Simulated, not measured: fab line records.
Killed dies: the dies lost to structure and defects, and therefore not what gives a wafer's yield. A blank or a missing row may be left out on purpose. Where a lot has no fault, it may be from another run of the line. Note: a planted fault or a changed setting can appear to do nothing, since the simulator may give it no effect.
Comparing a struck lot with a sound one ; flow rit_cmos ; 43 steps out of a route of 202
Sound: wafers L492.1, L492.2, L492.3. Wafers struck: L483.1, L483.2, L483.5. The cause is given at the end.
For every step that has rows: the tool of each side, followed by ch and its chambers, followed by its first start. Under that, the readings that differ: sound wafers ; struck wafers ; difference of the means ; sigmas: that difference in standard deviations of wafers without a fault.
alike: words and numbers the same on both sides, and readings whose means are apart by under 2 such deviations; not compared: readings that were withheld, readings missing a value for some wafer, numbers with overlapping values and no deviation given by the record, and bounds like >300 which may hide the same value.
Wherever a step has rows on one side only, a row that says differs or no value, or a row with sigmas, the two part there. When numbers do not overlap yet have no deviation, they are printed without sigmas and do not part them. Lack of a reading on every wafer of one side parts them only where that side has two or more wafers.

first, 2 steps without rows for these wafers: RIT_ACTIVE_PEB_09; RIT_ACTIVE_DEVELOP_10 (develop time 50 s).
RIT_ACTIVE_CD_MEAS_11: the cd target is 1400 nm.
  sound: cd_sem-01 at day 5 16:16; struck: cd_sem-01 at day 3 17:06
  alike: cd_nm
then, 1 step without rows for these wafers: RIT_ACTIVE_HARDBAKE_12 (time 60 s).
RIT_ACTIVE_ETCH_13: etches Si3N4 in SF6, stops on SiO2, time 210 s, target depth 210 nm.
  sound on rie_diel-01 ch 0,1,2, day 5 16:32; struck on rie_diel-04 ch 0,3, day 3 17:29
  alike: drypump_motor_current_A, oes_product_au, throttle_valve_pct
  not compared: rf_hours_counter_h
RIT_ACTIVE_STRIP_14: strips in O2, time 180 s.
  sound on plasma_asher-01 ch 0,1, day 5 16:40; struck on plasma_asher-01 ch 0,1, day 3 17:37
  alike: drypump_motor_current_A
  not compared: rf_hours_counter_h
RIT_ACTIVE_CD_MEAS_90: the cd target is 1400 nm.
  sound: cd_sem-01 at day 5 16:50; struck: cd_sem-01 at day 3 17:47
  alike: cd_nm
then, 4 steps without rows for these wafers: RIT_ACTIVE_CLEAN_15 (cleans in SC1, time 600 s); RIT_ACTIVE_CLEAN_16 (cleans in dHF, time 30 s); RIT_ACTIVE_CLEAN_17 (cleans in SC2, time 600 s); RIT_FOX1_OXIDATION_00 (target thk 350.7 nm, ox time 1130 s).
RIT_FOX1_THK_MEAS_01:
  sound: film_metro-01 at day 5 20:17; struck: film_metro-01 at day 3 21:39
reading;sound;struck;difference;sigmas
FOX1_OXIDE_THK (nm);356 365 364;345 352 352;-12;-2
RIT_FOX1_WET_ETCH_02: etches SiO2 in BOE, target depth 350 nm, time 390 s.
  sound on wet_bench-04 ch 1, day 5 20:20; struck on wet_bench-01 ch 3, day 3 21:43
then, 1 step without rows for these wafers: RIT_FOX2_OXIDATION_00 (target thk 350.7 nm, ox time 1130 s).
RIT_FOX2_THK_MEAS_01:
  sound: film_metro-04 at day 6 00:26; struck: film_metro-03 at day 3 23:29
  alike: FOX2_OXIDE_THK
then, 2 steps without rows for these wafers: RIT_FOX2_CLEAN_02 (cleans in dHF, time 180 s); RIT_FOX2_WET_ETCH_03 (etches Si3N4 in H3PO4, target depth 195 nm, time 2700 s).
RIT_FOX2_THK_MEAS_90:
  sound: film_metro-01 at day 6 01:20; struck: film_metro-03 at day 4 00:22
  alike: FIELD_OXIDE_LEFT_1_THK
then, 6 steps without rows for these wafers: RIT_NWELL_HMDS_00 (prime time 60 s); RIT_NWELL_COAT_01 (resist thk 1300 nm); RIT_NWELL_SOFTBAKE_02 (time 60 s); RIT_NWELL_EXPOSE_03 (exposes mask M2, target cd 43900 nm); RIT_NWELL_PEB_04; RIT_NWELL_DEVELOP_05 (develop time 68 s).
RIT_NWELL_OVL_MEAS_06:
  sound: overlay-01 at day 6 02:16; struck: overlay-01 at day 4 01:33
  alike: NWELL_OVL
then, 2 steps without rows for these wafers: RIT_NWELL_HARDBAKE_07 (time 120 s); RIT_NWELL_IMPLANT_08.
RIT_NWELL_STRIP_09: strips in O2, time 180 s.
  sound on plasma_asher-03 ch 0,1, day 6 02:42; struck on plasma_asher-03 ch 0,1, day 4 01:59
  alike: drypump_motor_current_A
  not compared: rf_hours_counter_h
RIT_NWELL_TW_MEAS_10:
  sound: film_metro-03 at day 6 02:53; struck: film_metro-01 at day 4 02:10
reading;sound;struck;difference;sigmas
NWELL_TW;2175 2183 2176;2097 2111 2094;-77;-3
then, 6 steps without rows for these wafers: RIT_PWELL_HMDS_00 (prime time 60 s); RIT_PWELL_COAT_01 (resist thk 1300 nm); RIT_PWELL_SOFTBAKE_02 (time 60 s); RIT_PWELL_EXPOSE_03 (exposes mask M3, target cd 43700 nm); RIT_PWELL_PEB_04; RIT_PWELL_DEVELOP_05 (develop time 68 s).
RIT_PWELL_OVL_MEAS_06:
  sound: overlay-01 at day 6 03:49; struck: overlay-01 at day 4 03:08
  alike: PWELL_OVL
then, 2 steps without rows for these wafers: RIT_PWELL_HARDBAKE_07 (time 120 s); RIT_PWELL_IMPLANT_08.
RIT_PWELL_STRIP_09: strips in O2, time 180 s.
  sound on plasma_asher-02 ch 0,1, day 6 04:15; struck on plasma_asher-03 ch 0,1, day 4 03:34
  alike: drypump_motor_current_A
  not compared: rf_hours_counter_h
RIT_PWELL_TW_MEAS_10:
  sound: film_metro-03 at day 6 04:26; struck: film_metro-02 at day 4 03:45
  alike: PWELL_TW
then, 1 step without rows for these wafers: RIT_WELLDRIVE_ANNEAL_00 (time 14700 s).
RIT_WELLDRIVE_RS_MEAS_01: the measuring method here is four-point-probe.
  sound: film_metro-02 at day 6 13:34; struck: film_metro-02 at day 4 10:08
  alike: NWELL_RS
RIT_M1_PROBE_99:
  sound: prober-01 at day 8 07:05; struck: prober-02 at day 5 17:13
reading;sound;struck;difference;sigmas
killed_at_front_end;7 9 15;32 31 38;+23;+9
killed_dies;7 9 15;32 31 38;+23;+9
killed_on_rim;2 3 5;9 10 16;+8;+6
  alike: killed_open, killed_short

== WHERE THEY PART ==
First at RIT_FOX1_THK_MEAS_01; last, within this record, at RIT_M1_PROBE_99.

WHY: the cause the simulator had injected
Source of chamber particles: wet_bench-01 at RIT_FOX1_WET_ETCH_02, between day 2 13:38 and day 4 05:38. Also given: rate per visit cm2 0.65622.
